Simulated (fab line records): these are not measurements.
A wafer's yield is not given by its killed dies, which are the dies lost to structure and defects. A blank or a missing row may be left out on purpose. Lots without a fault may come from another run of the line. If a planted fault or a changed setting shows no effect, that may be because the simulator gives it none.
Split-lot study ; flow ritCmos ; 23 wafers read across 5 lots, on a route 202 steps long

## SPLIT DETAILS
At RIT_ACTIVE_OXIDATION_01 (target thk 46.8 nm, ox time 3360 s), the setting tempC was moved away from the recipe's 1000 C on 20 of the 23 wafers read, by -2.4% to +2.3%. The other wafers ran this setting at the recipe's value.

Between the split and the reading, the file records no step.

## THE READING
Values of ACTIVE_OXIDE_THK in nm from RIT_ACTIVE_THK_MEAS_02. Fault-free wafers of this fab line usually give 46.8 nm, standard deviation 0.66 nm.

wafer;tool, chamber at the split;tempC as run, C;against the recipe;ACTIVE_OXIDE_THK, nm;against lot-mates on the recipe
L074.1;-, -;976.9;-2.3%;37.3;no lot-mate on the recipe
L074.3;-, -;976.9;-2.3%;37.9;no lot-mate on the recipe
L074.4;-, -;976.9;-2.3%;38.2;no lot-mate on the recipe
L074.5;-, -;976.9;-2.3%;37.9;no lot-mate on the recipe
L074.6;-, -;976.9;-2.3%;37.8;no lot-mate on the recipe
L077.1;-, -;1023;+2.3%;58.9;no lot-mate on the recipe
L077.2;-, -;1023;+2.3%;58.7;no lot-mate on the recipe
L077.3;-, -;1023;+2.3%;59.0;no lot-mate on the recipe
L077.4;-, -;1023;+2.3%;58.9;no lot-mate on the recipe
L077.5;-, -;1023;+2.3%;58.7;no lot-mate on the recipe
L082.1;-, -;976;-2.4%;38.3;no lot-mate on the recipe
L082.2;-, -;976;-2.4%;38.5;no lot-mate on the recipe
L082.3;-, -;976;-2.4%;38.7;no lot-mate on the recipe
L082.4;-, -;976;-2.4%;37.9;no lot-mate on the recipe
L082.6;-, -;976;-2.4%;38.7;no lot-mate on the recipe
L083.1;furnace-01, 0;1000;recipe;46.0;-
L083.5;furnace-01, 0;1000;recipe;46.9;-
L083.6;furnace-01, 0;1000;recipe;46.5;-
L085.1;-, -;1012;+1.2%;53.1;no lot-mate on the recipe
L085.2;-, -;1012;+1.2%;52.1;no lot-mate on the recipe
L085.3;-, -;1012;+1.2%;52.6;no lot-mate on the recipe
L085.4;-, -;1012;+1.2%;53.0;no lot-mate on the recipe
L085.5;-, -;1012;+1.2%;51.8;no lot-mate on the recipe

FIT RESULTS
A straight line over all 23 wafers: ACTIVE_OXIDE_THK changes by +4.31 nm for each +1% of tempC; r = +0.99; the points scatter about the line by 0.96 nm.
Too few moved wafers have a lot-mate on the recipe to fit a line with each lot's own level taken away.

## THE WHOLE CHAIN: every reading that the file lists as answering this split, in the file's order
step;what it does;reading;change (the file's fit);r (the file's)
RIT_ACTIVE_OXIDATION_01;target thk 46.8 nm, ox time 3360 s;SiO2_of_ACTIVE_OXIDATION_01.thkNm (the simulator's own value, which no gauge read);+4.31 nm for each +1% of the setting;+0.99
RIT_ACTIVE_THK_MEAS_02;;ACTIVE_OXIDE_THK;+4.31 for each +1% of the setting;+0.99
RIT_FOX2_WET_ETCH_03;etches Si3N4 in H3PO4, target depth 195 nm, time 2700 s;SiO2_of_ACTIVE_OXIDATION_01.thkNm (the simulator's own value, which no gauge read);+3.8 nm for each +1% of the setting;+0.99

## FILE'S OWN FIT
ACTIVE_OXIDE_THK changes by +4.31 nm for each +1% of tempC, r = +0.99.
